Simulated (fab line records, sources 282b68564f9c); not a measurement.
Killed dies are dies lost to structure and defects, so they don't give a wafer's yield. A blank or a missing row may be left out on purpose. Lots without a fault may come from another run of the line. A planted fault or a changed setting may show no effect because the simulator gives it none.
A struck lot beside a sound one | flow rit_cmos | 17 steps out of a route of 202
Sound: wafers L416.2, L416.3, L416.6. Struck: wafers L425.2, L425.4, L425.6. The cause comes at the end.
At each step with rows: each side's tool, then ch and its chambers, then its first start. Under that, the readings that differ: sound wafers | struck wafers | difference of the means | sigmas: that difference in standard deviations of wafers without a fault.
alike: readings whose means differ by less than 2 such deviations, and words and numbers that are the same on both sides. not compared: withheld readings, readings that some wafer has no value for, bounds like >300 that may hide the same value, and numbers for which the record gives no deviation and whose values overlap.
The two part at a step that has a row with sigmas, a row that says differs or no value, or rows on one side only. Numbers that don't overlap but have no deviation are shown without sigmas and don't part them. A reading that every wafer of one side lacks parts them only if that side has two wafers or more.

RIT_PWELL_TW_MEAS_10:
  sound on film_metro-02, day 3 10:43; struck on film_metro-01, day 5 07:25
  alike: PWELL_TW
then, 1 step without rows for these wafers: RIT_WELLDRIVE_ANNEAL_00 (time 14700 s).
RIT_WELLDRIVE_RS_MEAS_01: measures by four-point-probe.
  sound on film_metro-01, day 3 16:33; struck on film_metro-03, day 5 12:34
  alike: NWELL_RS
RIT_WELLDRIVE_RS_MEAS_02: measures by four-point-probe.
  sound on film_metro-01, day 3 16:40; struck on film_metro-03, day 5 12:41
  alike: PWELL_RS
then, 6 steps without rows for these wafers: RIT_NRETRO_HMDS_00 (prime time 60 s); RIT_NRETRO_COAT_01 (resist thk 1300 nm); RIT_NRETRO_SOFTBAKE_02 (time 60 s); RIT_NRETRO_EXPOSE_03 (exposes mask M4, target cd 43900 nm); RIT_NRETRO_PEB_04; RIT_NRETRO_DEVELOP_05 (develop time 68 s).
RIT_NRETRO_OVL_MEAS_06:
  sound on overlay-02, day 3 17:47; struck on overlay-01, day 5 13:43
  alike: NRETRO_OVL
then, 1 step without rows for these wafers: RIT_NRETRO_HARDBAKE_07 (time 120 s).
RIT_NRETRO_IMPLANT_08:
  sound on implanter-02 ch 0, day 3 18:06; struck on implanter-02 ch 0, day 5 14:07
  reading            | sound                         | struck                        | difference | sigmas
  dose_ions_cm2      | 9.999e+12 9.996e+12 1.002e+13 | 7.796e+12 7.776e+12 7.787e+12 | -2.219e+12 | -99 or more
  faraday_current_uA | 30.4 31.0 30.6                | 23.9 23.9 23.4                | -6.9       | -11
RIT_NRETRO_STRIP_09: strips in O2, time 180 s.
  sound on plasma_asher-01 ch 0,1, day 3 18:13; struck on plasma_asher-02 ch 0, day 5 14:15
  alike: drypump_motor_current_A
  not compared: rf_hours_counter_h
RIT_NRETRO_TW_MEAS_10:
  sound on film_metro-02, day 3 18:25; struck on film_metro-04, day 5 14:26
  reading   | sound          | struck      | difference | sigmas
  NRETRO_TW | 1037 1035 1036 | 970 968 969 | -67        | -8
then, 1 step without rows for these wafers: RIT_PRETRO_HMDS_00 (prime time 60 s).
RIT_M1_PROBE_99:
  sound on prober-02, day 5 01:31; struck on prober-02, day 6 20:07
  reading                                    | sound                | struck               | difference | sigmas
  model.etest.pmos_narrow.drive_ua_um        | 95.88 96.56 96.21    | 112.3 119.2 113.8    | +18.9      |
  model.etest.pmos_0p3.drive_ua_um           | 93.31 93.84 92.96    | 110 114.8 111.5      | +19        |
  model.etest.well_edge_left.line_ohm_um     | 181.1 183.7 183.2    | 187.6 188.3 186.5    | +4.8       |
  model.etest.pmos_0p15.swing_mv_dec         | 84.73 84.88 85.09    | 83.72 83.44 83.75    | -1.26      |
  model.etest.pmos_0p15.off_log10_a_um       | -10.74 -10.64 -10.72 | -9.375 -9.537 -9.365 | +1.274     |
  model.etest.retro_edge_pmos.off_log10_a_um | -10.58 -10.4 -10.44  | -9.281 -9.302 -9.277 | +1.187     |
  model.etest.ring.quiet_log10_a (angstrom)  | -8.037 -7.994 -8.159 | -7.072 -7.101 -7.038 | +0.993     |
  alike: killed_at_front_end, killed_dies, killed_open, killed_short
  not compared: model.etest.well_edge_right.line_ohm_um

WHERE THEY PART
First at RIT_NRETRO_IMPLANT_08; last, within this record, at RIT_NRETRO_TW_MEAS_10. Later steps at which nothing parts them and some readings are alike: RIT_M1_PROBE_99.

WHY: what the simulator had put in
Process parameter drift: implanter-02, from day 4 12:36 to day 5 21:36, at RIT_NRETRO_IMPLANT_08. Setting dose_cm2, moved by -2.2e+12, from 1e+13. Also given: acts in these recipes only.
